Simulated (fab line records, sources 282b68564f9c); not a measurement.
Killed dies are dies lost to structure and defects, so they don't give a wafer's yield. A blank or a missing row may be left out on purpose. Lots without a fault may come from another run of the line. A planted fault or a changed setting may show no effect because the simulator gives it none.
One fault seen from 2 desks | flow rit_cmos | each desk has only its own numbers; what lay behind them comes last

THE METROLOGY DESK
What the gauges read, lot by lot, whatever tool the lot ran on: means of the sampled wafers that have a number. A lot is out of limits, marked OUT, if its mean lies more than 4 standard deviations from the usual mean; the brackets give that distance.
Columns: A = M1_AL_RS at RIT_M1_RS_MEAS_01, usual 0.0731 ohm/sq; B = M1_AL_THK at RIT_M1_THK_MEAS_02, usual 403 nm; C = cd_nm at RIT_M1_CD_MEAS_09, usual 2600.5 nm; D = M1_OVL at RIT_M1_OVL_MEAS_10, usual 0.0 nm
lot  | first seen here | A      | B   | C      | D
L639 | day 4 11:06     | 0.0727 | 407 | 2600.6 | -0.6
L644 | day 5 13:14     | 0.0739 | 394 | 2598.9 | -0.8
L645 | day 5 16:34     | 0.0727 | 404 | 2600.7 | 0.4
L647 | day 6 03:17     | 0.0741 | 395 | 2597.8 | -0.3
L651 | day 6 23:19     | 0.0745 | 399 | 2599.3 | 1.4
L653 | day 7 08:46     | 0.0728 | 406 | 2599.4 | 0.3
L656 | day 8 02:28     | 0.0726 | 409 | 2599.4 | 0.3
This desk's finding: nothing out of limits on any of the 7 lots.

THE TOOL OWNER'S DESK: rie_metal-03
The tool's own readings at RIT_M1_METAL_ETCH_12 (etches Al in Cl2/BCl3, stops on SiO2, time 165 s, target depth 600 nm): means of the sampled wafers that have a number, for each lot that ran on this tool. A lot is out of limits, marked OUT, if its mean lies more than 4 standard deviations from the usual mean; the brackets give that distance.
Columns: A = drypump_motor_current_A at RIT_M1_METAL_ETCH_12, usual 5.5 A; B = oes_product_au at RIT_M1_METAL_ETCH_12, usual 0.781 a.u.; C = throttle_valve_pct at RIT_M1_METAL_ETCH_12, usual 8.25 %
lot  | first seen here | A   | B     | C
L644 | day 5 14:43     | 5.4 | 0.776 | 8.26
L647 | day 6 04:44     | 5.4 | 0.775 | 8.26
L651 | day 7 00:47     | 5.0 | 0.754 | 8.25
L653 | day 7 10:13     | 5.7 | 0.752 | 8.29
L656 | day 8 04:04     | 5.0 | 0.768 | 8.25
This desk's finding: nothing out of limits on any of the 5 lots.

PUT TOGETHER
The metrology desk saw nothing out of limits.
The tool owner's desk saw nothing out of limits.

WHAT THE SIMULATOR HAD PUT IN
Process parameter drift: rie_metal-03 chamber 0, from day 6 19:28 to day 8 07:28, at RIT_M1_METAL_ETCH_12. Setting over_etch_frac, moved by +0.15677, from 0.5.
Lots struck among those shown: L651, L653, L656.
